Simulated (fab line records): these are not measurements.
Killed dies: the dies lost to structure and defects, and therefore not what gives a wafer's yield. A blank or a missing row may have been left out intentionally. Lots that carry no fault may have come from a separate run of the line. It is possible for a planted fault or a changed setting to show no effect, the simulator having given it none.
Commonality check across tools -- flow berkeleyCmos170 -- Sampled: 13 lots, 39 wafers

THE REASON FOR OPENING IT
Of 13 lots, 2 have the reading SCREENOX_OXIDE_THK flagged at UCB170_SCREENOX_THK_MEAS_02. Wafers without a fault read 14.40 nm, standard deviation 0.29.
Rule: flag the lot when none of its wafers has a number, or when each of its wafers that has one lies beyond 4 standard deviations from that mean. The other lots count as sound.

lot,measured,on,"SCREENOX_OXIDE_THK (nm), wafer by wafer",flag
L418,day 6 00:44,filmMetro-01,14.26 14.51 14.50,
L419,day 6 12:29,filmMetro-01,14.31 14.56 14.49,
L420,day 6 12:30,filmMetro-03,14.12 14.25 14.18,
L422,day 7 04:35,filmMetro-03,13.94 14.22 13.93,
L423,day 7 04:35,filmMetro-01,14.06 14.09 14.03,
L421,day 7 04:36,filmMetro-02,14.36 14.54 14.30,
L424,day 7 13:08,filmMetro-03,14.40 14.55 14.56,
L425,day 7 13:09,filmMetro-02,14.48 14.31 14.06,
L426,day 7 18:59,filmMetro-01,14.34 14.38 14.56,
L428,day 7 18:59,filmMetro-03,14.71 14.71 14.57,
L427,day 7 18:59,filmMetro-02,14.01 13.90 13.95,
L437,day 10 12:17,filmMetro-03,17.54 17.49 17.76,FLAGGED
L440,day 10 19:47,filmMetro-03,17.71 17.39 17.37,FLAGGED
Average over the flagged lots: 17.54 nm; offset from the usual +3.14 nm, equal to +11 standard deviations.

WHICH TOOL EACH LOT WENT THROUGH
The record holds 0 process steps before the reading, out of a route of 331 steps. Every cell lists first the tool, next ch and the chambers used by the sampled wafers, and last the start.
lot,flag
L418,
L419,
L420,
L422,
L423,
L421,
L424,
L425,
L426,
L428,
L427,
L437,FLAGGED
L440,FLAGGED
What is done by these steps:
- UCB170_SCREENOX_THK_MEAS_02

FLAGGED OVER TOTAL, TOOL BY TOOL (the gauges that took the reading come last)
step,tool,lots run,flagged,share of the flagged lots,sound lots run after its first flagged lot
UCB170_SCREENOX_THK_MEAS_02,filmMetro-01,4,0,none,-
UCB170_SCREENOX_THK_MEAS_02,filmMetro-02,3,0,none,-
UCB170_SCREENOX_THK_MEAS_02,filmMetro-03,6,2,all,0

WHAT THE TABLE ALLOWS
Rows of the table that ran each flagged lot: 1, that is filmMetro-03 at UCB170_SCREENOX_THK_MEAS_02.
- filmMetro-03 at UCB170_SCREENOX_THK_MEAS_02: 2 of its 6 lots flagged. Its last sound lot is L428 (day 7 18:59), its first flagged lot L437 (day 10 12:17): a fault that began between those two fits.
What remains is a single tool, filmMetro-03 at UCB170_SCREENOX_THK_MEAS_02.

WHAT THE SIMULATOR PUT IN
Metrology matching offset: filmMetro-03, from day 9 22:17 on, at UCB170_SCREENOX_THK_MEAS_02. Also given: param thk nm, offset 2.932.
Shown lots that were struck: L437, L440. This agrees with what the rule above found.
